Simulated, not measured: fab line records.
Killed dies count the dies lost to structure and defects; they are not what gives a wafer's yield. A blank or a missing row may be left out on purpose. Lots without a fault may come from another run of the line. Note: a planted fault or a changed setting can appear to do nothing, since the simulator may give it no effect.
fab line records | flow rit-cmos
record lots=14 | wafers=42 | last-day=7
route steps=202 shown FOX2@26 M1@202
lots that met no fault: taken from a fault-free run of the same line
start-h: hours from the record's opening day to when the first of the lot's shown wafers began | wait-h: time in hours since the lot's previous step | " same as the row above | L1.1+2: one row covering several wafers at once | - value missing, or start not given | * or withheld: withheld | < > ~ a bound
route shown NAME@n: names a module that has steps shown in the file, with the first one's number in the route | usual: the fault-free wafers' mean and standard deviation | same: alike in all rows | chamber/n: place in a boat | sites: each site's reading | _std_site: standard deviation of those values | _edge_site: inner sites' mean taken away from outer sites' mean | radius-mm: how far each site lies from the wafer's centre | mask NAME#n: copy n | behind: the last tool/chamber to shape the wafer | hold: the reason the lot was held/the length of the hold in hours/how it ended | device: the n, p or np transistor that did not switch | end of line: tests of these same wafers at the route's end | a step given without rows: its recipe and nothing more | killed: the dies lost at the first sort to structure and to defects; this is not the yield of the wafer | map: dies across one wafer; x = killed, . = not, _ = none there
set.NAME: setting as actually run; set.NAME@STEP: the setting as run at that earlier step | model.NAME: the simulator's own value behind a step, which no gauge read
the route's steps for a sample of lots (tables are steps, rows are wafers)
services: the hour from which a tool's chamber was out of use, counted from the record's first day as start-h (under 0 if before that day), plus the number of hours and why
## steps
# step RIT_FOX2_WET_ETCH_03
# recipe chemistry=H3PO4 | target=Si3N4 | target-depth-nm=195 | temp-c=165 | time-s=2700
# usual bath-guard-temp-C=165.3/0.41 | bath-heat-duty-pct=27.6/3
lot.wafer | tool         | chamber | start-h | wait-h | bath-guard-temp-C | bath-heat-duty-pct
L399.3    | wet-bench-04 | 2       | 19.44   | 0.0    | 165.6             | 31.1
L399.5    | "            | 2       | "       | "      | 165.7             | 30.9
L399.6    | "            | 2       | "       | "      | 165.6             | 30.1
L400.1    | wet-bench-03 | 1       | 25.09   | 0.0    | 165.6             | 22.4
L400.2    | "            | 1       | "       | "      | 165.7             | 25.9
L400.6    | "            | 1       | "       | "      | 165.4             | 25.8
L401.4    | wet-bench-02 | 2       | 30.96   | 0.0    | 166.1             | 29.7
L401.5    | "            | 2       | "       | "      | 165.9             | 28.9
L401.6    | "            | 2       | "       | "      | 165.5             | 29.9
L403.1    | wet-bench-04 | 3       | 40.64   | 0.0    | 165.3             | 26.6
L403.2    | "            | 3       | "       | "      | 164.7             | 25.2
L403.6    | "            | 3       | "       | "      | 165.0             | 25.6
L405.1    | wet-bench-04 | 3       | 55.37   | 0.0    | 164.9             | 24.1
L405.5    | "            | 3       | "       | "      | 164.9             | 23.9
L405.6    | "            | 3       | "       | "      | 165.3             | 24.2
L407.2    | wet-bench-03 | 1       | 60.45   | 0.0    | 165.6             | 26.0
L407.5    | "            | 1       | "       | "      | 165.4             | 25.2
L407.6    | "            | 1       | "       | "      | 165.4             | 22.8
L409.3    | wet-bench-03 | 0       | 72.09   | 0.0    | 165.6             | 32.4
L409.5    | "            | 0       | "       | "      | 165.3             | 30.2
L409.6    | "            | 0       | "       | "      | 165.9             | 28.4
L410.4    | wet-bench-03 | 2       | 75.62   | 0.0    | 164.8             | 29.0
L410.5    | "            | 2       | "       | "      | 164.7             | 28.1
L410.6    | "            | 2       | "       | "      | 165.3             | 27.5
L411.2    | wet-bench-03 | 0       | 80.32   | 0.0    | 165.4             | 27.7
L411.5    | "            | 0       | "       | "      | 165.7             | 28.8
L411.6    | "            | 0       | "       | "      | 165.4             | 28.0
L412.1    | wet-bench-04 | 0       | 88.49   | 0.0    | 164.9             | 29.6
L412.5    | "            | 0       | "       | "      | 165.1             | 31.2
L412.6    | "            | 0       | "       | "      | 165.3             | 29.6
L415.1    | wet-bench-02 | 1       | 100.97  | 0.0    | -                 | -
L415.3    | "            | 1       | "       | "      | -                 | -
L415.4    | "            | 1       | "       | "      | -                 | -
L416.2    | wet-bench-04 | 2       | 104.59  | 0.0    | -                 | -
L416.4    | "            | 2       | "       | "      | -                 | -
L416.6    | "            | 2       | "       | "      | -                 | -
L418.1    | wet-bench-02 | 0       | 116.15  | 0.0    | 164.8             | 29.0
L418.2    | "            | 0       | "       | "      | 164.2             | 29.3
L418.6    | "            | 0       | "       | "      | 164.6             | 26.6
L422.1    | wet-bench-03 | 2       | 135.60  | 0.0    | 164.8             | 29.2
L422.2    | "            | 2       | "       | "      | 165.2             | 28.1
L422.6    | "            | 2       | "       | "      | 165.0             | 29.0
# step RIT_M1_PROBE_99
# usual killed-at-contacts=0.0/0.22 | killed-at-front-end=7/3.2 | killed-dies=8/3.2 | killed-on-rim=1.9/1.4 | killed-open=3.7/2.1 | killed-short=3.8/2.2
# same gross-dies=264 | killed_at_M0_to_M3=0 | killed_at_M4_up=0 | killed-at-back-side=0 | killed-at-other=0
lot.wafer | tool      | chamber | start-h | wait-h | killed-at-contacts | killed-at-front-end | killed-dies | killed-on-rim | killed-open | killed-short
L415.1    | prober-01 | -       | 142.21  | 0.1    | 0                  | 264                 | 264         | 70            | 6           | 4
L415.3    | prober-01 | -       | 142.31  | 0.2    | 0                  | 264                 | 264         | 70            | 6           | 4
L415.4    | prober-01 | -       | 142.36  | 0.2    | 0                  | 264                 | 264         | 70            | 2           | 3
L416.2    | prober-02 | -       | 143.76  | 0.1    | 0                  | 264                 | 264         | 70            | 2           | 4
L416.4    | prober-02 | -       | 143.86  | 0.2    | 0                  | 264                 | 264         | 70            | 5           | 8
L416.6    | prober-02 | -       | 143.96  | 0.2    | 0                  | 264                 | 264         | 70            | 4           | 3
# killed by level:class
L415.1 FOX2:area-etch=254 GATE:geometric-particle:open=3 SPACER:geometric-particle:short=2 FOX2:geometric-particle:short=1 REOX:geometric-particle:short=1 REOX:geometric-particle:open=1 SPACER:geometric-particle:open=1 SILICIDE:geometric-particle:open=1
L415.3 FOX2:area-etch=254 GATE:geometric-particle:open=4 GATE:geometric-particle:short=3 SPACER:geometric-particle:open=2 FOX1:geometric-particle:short=1
L415.4 FOX2:area-etch=259 GATE:geometric-particle:short=1 GATE:geometric-particle:open=1 REOX:geometric-particle:short=1 SPACER:geometric-particle:open=1 SPACER:geometric-particle:short=1
L416.2 FOX2:area-etch=258 FOX1:geometric-particle:short=2 GATE:geometric-particle:open=2 FOX2:geometric-particle:short=1 REOX:geometric-particle:short=1
L416.4 FOX2:area-etch=251 GATE:geometric-particle:short=3 SILICIDE:geometric-particle:open=3 FOX2:geometric-particle:short=2 GATE:geometric-particle:open=2 REOX:geometric-particle:short=2 SILICIDE:geometric-particle:short=1
L416.6 FOX2:area-etch=257 GATE:geometric-particle:open=2 ACTIVE:geometric-particle:short=1 FOX1:geometric-particle:short=1 FOX1:geometric-particle:open=1 FOX2:geometric-particle:short=1 SPACER:geometric-particle:open=1
## services
tool         | chamber | start-h | hours | kind
wet-bench-02 | -       | 42.42   | 47.1  | pm
wet-bench-03 | -       | 81.72   | 4.1   | repair
## key
first-sign step=RIT_FOX2_WET_ETCH_03 | reading=tool-record | direction=missing
effect step=RIT_M1_PROBE_99 | reading=killed-at-front-end | direction=up | sigmas=81 | usual=7 | struck=264
more-kills-born-at RIT_FOX2_WET_ETCH_03@wet-bench-02=767 | RIT_FOX2_WET_ETCH_03@wet-bench-04=766
met-at RIT_FOX2_WET_ETCH_03
struck-lots L415,L416
later-rows-left-out L415.1,L415.3,L415.4,L416.2,L416.4,L416.6
tester-left-out L415,L416
onset-between 88.49 100.97
fault kind=skipped-step-whole | tool=wet-bench-02,wet-bench-04 | chamber=- | onset-h=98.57 | steps=RIT_FOX2_WET_ETCH_03 | scope=struck-lots-only
# tester-left-out: of these lots the tester's yield and bins aren't shown, on N5 and GAA mostly nor the transistor test; their killed dies are dies lost to structure and defects alone, not to doping, threshold or leakage, so they don't give the yield
# later-rows-left-out: the simulator's readings of these wafers behind a module that went badly wrong aren't trusted and aren't shown, but for the sort
